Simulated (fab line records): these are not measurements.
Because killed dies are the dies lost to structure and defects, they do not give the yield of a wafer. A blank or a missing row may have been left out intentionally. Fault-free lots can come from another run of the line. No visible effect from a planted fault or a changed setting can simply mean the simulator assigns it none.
2 desks looking at one fault :: flow ritCmos :: only its own numbers are on each desk; what lay behind them is given at the end

== THE METROLOGY DESK ==
Means of the sampled wafers that have a number, per lot and without regard to the tool the lot ran on: this is what the gauges read. Marked OUT: a lot whose mean sits more than 4 standard deviations from the usual mean, which makes it out of limits; the brackets give that distance.
Columns: A = GATE_OXIDE_THK at RIT_GATE_THK_MEAS_07, usual 2.98 nm
lot: L800
first seen here: day 2 13:38
A: 3.04

lot: L803
first seen here: day 3 05:08
A: 2.99

lot: L805
first seen here: day 3 20:06
A: 2.94

lot: L806
first seen here: day 4 05:52
A: 2.93

lot: L812
first seen here: day 5 01:55
A: 2.86

lot: L813
first seen here: day 5 06:50
A: 2.75

lot: L816
first seen here: day 5 21:21
A: 3.02

lot: L817
first seen here: day 6 01:37
A: 3.01

lot: L818
first seen here: day 6 05:07
A: 2.97

lot: L819
first seen here: day 6 13:23
A: 2.97

lot: L820
first seen here: day 6 16:01
A: 3.01

lot: L821
first seen here: day 6 20:21
A: 3.09

lot: L822
first seen here: day 7 07:58
A: 3.00

lot: L823
first seen here: day 7 10:36
A: 2.92
This desk's finding: nothing out of limits on any of the 14 lots.

== THE TOOL OWNER'S DESK: furnace-04 ==
The tool's own readings at RIT_GATE_OXIDATION_05 (target thk 3 nm, ox time 270 s): means of the sampled wafers that have a number, for each lot that ran on this tool. Marked OUT: a lot whose mean sits more than 4 standard deviations from the usual mean, which makes it out of limits; the brackets give that distance.
Columns: A = spikeTcCentreC at RIT_GATE_OXIDATION_05, usual 902.8 C; B = spikeTcLoadC at RIT_GATE_OXIDATION_05, usual 927.5 C; C = tubeCenterTempC at RIT_GATE_OXIDATION_05, usual 900.01 C; D = tube_center_temp_C_max at RIT_GATE_OXIDATION_05, usual 902.3; E = zonePowerCentrePct at RIT_GATE_OXIDATION_05, usual 42 %
lot: L800
first seen here: day 2 10:22
A: 902.7
B: 924.5
C: 899.90
D: 902.0
E: 42

lot: L805
first seen here: day 3 18:16
A: 901.2
B: 924.2
C: 900.00
D: 902.2
E: 43

lot: L812
first seen here: day 5 00:35
A: 897.1
B: 919.9
C: 894.96 (-61) OUT
D: 897.8 (-11) OUT
E: 42

lot: L813
first seen here: day 5 03:32
A: 897.4
B: 919.9
C: 895.05 (-60) OUT
D: 897.3 (-12) OUT
E: 42
This desk's verdict: out of limits on L812, L813, starting with L812 at day 5 00:35 (tubeCenterTempC at RIT_GATE_OXIDATION_05). L800, L805: within limits.

== ALL TOGETHER ==
The tool owner's desk could have raised an alarm at day 5 00:35, on L812, L813.
The metrology desk saw nothing out of limits.
The metrology desk has L812, L813 on record, within its limits.
The lots listed all ran RIT_GATE_OXIDATION_05 on furnace-04.

== WHAT WAS PUT IN BY THE SIMULATOR ==
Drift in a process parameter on furnace-04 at RIT_GATE_OXIDATION_05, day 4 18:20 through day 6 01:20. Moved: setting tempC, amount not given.
Lots struck among those shown: L812, L813.
Hours from the fault's start to each desk's first reading out of limits: the tool owner's desk, 6.
